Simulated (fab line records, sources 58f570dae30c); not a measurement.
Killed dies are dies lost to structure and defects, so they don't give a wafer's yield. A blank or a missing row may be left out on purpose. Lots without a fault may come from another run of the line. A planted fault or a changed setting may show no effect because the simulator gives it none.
Which tool did it? | flow berkeley_cmos170 | 14 lots, 42 wafers sampled, at 3 steps of a route of 331

WHAT THE GAUGES READ, wafer by wafer
UCB170_M3_CD_MEAS_90: target cd 700 nm.
lot  | measured     | on        | cd_nm (nm)
L143 | day 9 16:52  | cd_sem-01 | 700 693 701
L144 | day 9 18:50  | cd_sem-01 | 709 707 707
L146 | day 10 00:28 | cd_sem-01 | 701 705 704
L145 | day 10 02:53 | cd_sem-02 | 710 709 706
L148 | day 10 03:34 | cd_sem-01 | 695 697 696
L147 | day 10 04:59 | cd_sem-01 | 701 705 705
L149 | day 10 12:34 | cd_sem-02 | 708 706 710
L150 | day 10 12:47 | cd_sem-01 | 700 702 694
L152 | day 11 01:19 | cd_sem-01 | 694 698 708
L154 | day 11 14:29 | cd_sem-01 | 705 705 697
L161 | day 12 22:12 | cd_sem-01 | 718 720 715 718 720 715
L159 | day 12 22:19 | cd_sem-01 | 707 703 705
L163 | day 13 12:51 | cd_sem-01 | 723 721 718 723 721 719
L166 | day 14 11:22 | cd_sem-01 | 703 699 702

WHICH TOOL RAN EACH LOT (tool, then ch and the chambers of the sampled wafers, then the start)
lot  | UCB170_M3_METAL_ETCH_18           | UCB170_M3_STRIP_19
L143 | rie_metal-04 ch 0,1, day 9 16:37  | plasma_asher-01 ch 0,1, day 9 16:46
L144 | rie_metal-02 ch 1, day 9 18:22    | plasma_asher-01 ch 0,1, day 9 18:44
L146 | rie_metal-03 ch 0,1, day 10 00:11 | plasma_asher-02 ch 1, day 10 00:22
L145 | rie_metal-02 ch 1, day 10 02:25   | plasma_asher-01 ch 0,1, day 10 02:47
L148 | rie_metal-04 ch 1, day 10 03:15   | plasma_asher-03 ch 0,1, day 10 03:26
L147 | rie_metal-03 ch 0,1, day 10 04:42 | plasma_asher-02 ch 0,1, day 10 04:53
L149 | rie_metal-02 ch 1, day 10 12:08   | plasma_asher-02 ch 0,1, day 10 12:27
L150 | rie_metal-04 ch 0,1, day 10 12:28 | plasma_asher-03 ch 0,1, day 10 12:40
L152 | rie_metal-02 ch 0,1, day 11 00:50 | plasma_asher-01 ch 0, day 11 01:01
L154 | rie_metal-02 ch 0,1, day 11 14:13 | plasma_asher-03 ch 0,1, day 11 14:23
L161 | rie_metal-04 ch 0,1, day 12 21:55 | plasma_asher-02 ch 0,1, day 12 22:06
L159 | rie_metal-02 ch 1, day 12 21:59   | plasma_asher-01 ch 0,1, day 12 22:10
L163 | rie_metal-04 ch 0,1, day 13 12:34 | plasma_asher-01 ch 0,1, day 13 12:45
L166 | rie_metal-03 ch 1, day 14 11:04   | plasma_asher-01 ch 0, day 14 11:15
- UCB170_M3_METAL_ETCH_18: etches Al in Cl2/BCl3, stops on SiO2, target depth 1170 nm, time 200.2 s.
- UCB170_M3_STRIP_19: strips in O2.

WHAT THE TOOLS THEMSELVES READ (means of the sampled wafers that have a number; where no wafer has one, the mark that the record gives instead)
UCB170_M3_METAL_ETCH_18.
lot  | tool         | drypump_motor_current_A (A) | he_backside_leak_sccm (sccm) | mfc_cl2_sccm (sccm) | oes_product_au (a.u.) | throttle_valve_pct (%)
L143 | rie_metal-04 | 5.8                         | 3.19                         | 90.0                | 0.853                 | 24.0
L144 | rie_metal-02 | 6.2                         | 3.51                         | 89.9                | 0.851                 | 23.9
L146 | rie_metal-03 | 6.2                         | 3.13                         | 89.8                | 0.881                 | 24.6
L145 | rie_metal-02 | 6.2                         | 3.45                         | 90.8                | 0.850                 | 23.9
L148 | rie_metal-04 | 5.7                         | 3.68                         | 90.6                | 0.836                 | 24.1
L147 | rie_metal-03 | 6.2                         | 3.18                         | 90.1                | 0.871                 | 24.6
L149 | rie_metal-02 | 6.2                         | 3.51                         | 89.7                | 0.866                 | 23.9
L150 | rie_metal-04 | 5.7                         | 3.14                         | 89.9                | 0.842                 | 24.0
L152 | rie_metal-02 | 5.8                         | 3.17                         | 90.2                | 0.855                 | 24.5
L154 | rie_metal-02 | 6.0                         | 3.30                         | 90.1                | 0.857                 | 24.2
L161 | rie_metal-04 | 5.7                         | 3.19                         | 90.2                | 0.771                 | 24.1
L159 | rie_metal-02 | 6.2                         | 3.59                         | 89.9                | 0.848                 | 23.9
L163 | rie_metal-04 | 5.7                         | 3.20                         | 90.2                | 0.772                 | 24.1
L166 | rie_metal-03 | 6.7                         | 3.31                         | 90.0                | 0.859                 | 24.7

UCB170_M3_STRIP_19.
lot  | tool            | drypump_motor_current_A (A) | oes_product_au (a.u.)
L143 | plasma_asher-01 | 5.68                        | 0.501
L144 | plasma_asher-01 | 5.81                        | 0.552
L146 | plasma_asher-02 | 5.31                        | 0.539
L145 | plasma_asher-01 | 5.66                        | 0.546
L148 | plasma_asher-03 | 5.62                        | 0.501
L147 | plasma_asher-02 | 5.63                        | 0.552
L149 | plasma_asher-02 | 5.45                        | 0.544
L150 | plasma_asher-03 | 5.71                        | 0.509
L152 | plasma_asher-01 | 5.96                        | 0.519
L154 | plasma_asher-03 | 5.64                        | 0.543
L161 | plasma_asher-02 | 5.65                        | 0.720
L159 | plasma_asher-01 | 5.68                        | 0.552
L163 | plasma_asher-01 | 5.69                        | 0.724
L166 | plasma_asher-01 | 5.97                        | 0.532

THE ANSWER, worked out from the rows above alone
Rule: what is usual is taken from the lots themselves. Put in order of their means at a reading, lots are off if they are a third of the lots or fewer, leave a main group of 4 or more, and stand apart from it by a gap of 3 or more times the standard deviation of the main group's means; of several such gaps the widest counts. A main group whose means are all the same, to the digits that the tables above print for the reading, isn't used. A lot without any number at a reading at which 4 lots or more have one is off too. The other lots that the step has rows for count as sound. The gauges are gone through in route order, then the tools' own readings, and for those a lot's mean is taken as printed above. The first step at which some lot is off is used, and at that step the reading that is off furthest; a lot without a number counts as furthest.
Off: L161, L163, at UCB170_M3_METAL_ETCH_18 (oes_product_au). The main group: mean 0.856 a.u., standard deviation 0.012.
A tool fits if, at that step or a process step before it, it ran every lot that is off, and no sound lot after the first of them. One fits: rie_metal-04 at UCB170_M3_METAL_ETCH_18. Its last sound lot is L150 (day 10 12:28), its first lot that is off L161 (day 12 21:55): a fault that began between those two fits.
The tool's own readings at UCB170_M3_METAL_ETCH_18 bear it out: on the lots that are off they differ by more than 5 times the standard deviation of the sound lots' means. oes_product_au reads 0.772 a.u. there against 0.856 a.u. on the sound lots.

WHAT THE SIMULATOR HAD PUT IN
Process parameter drift: rie_metal-04, from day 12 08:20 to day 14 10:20, at UCB170_M3_METAL_ETCH_18. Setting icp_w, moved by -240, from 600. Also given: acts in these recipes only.
Lots struck among those shown: L161, L163. The rule above found the same.
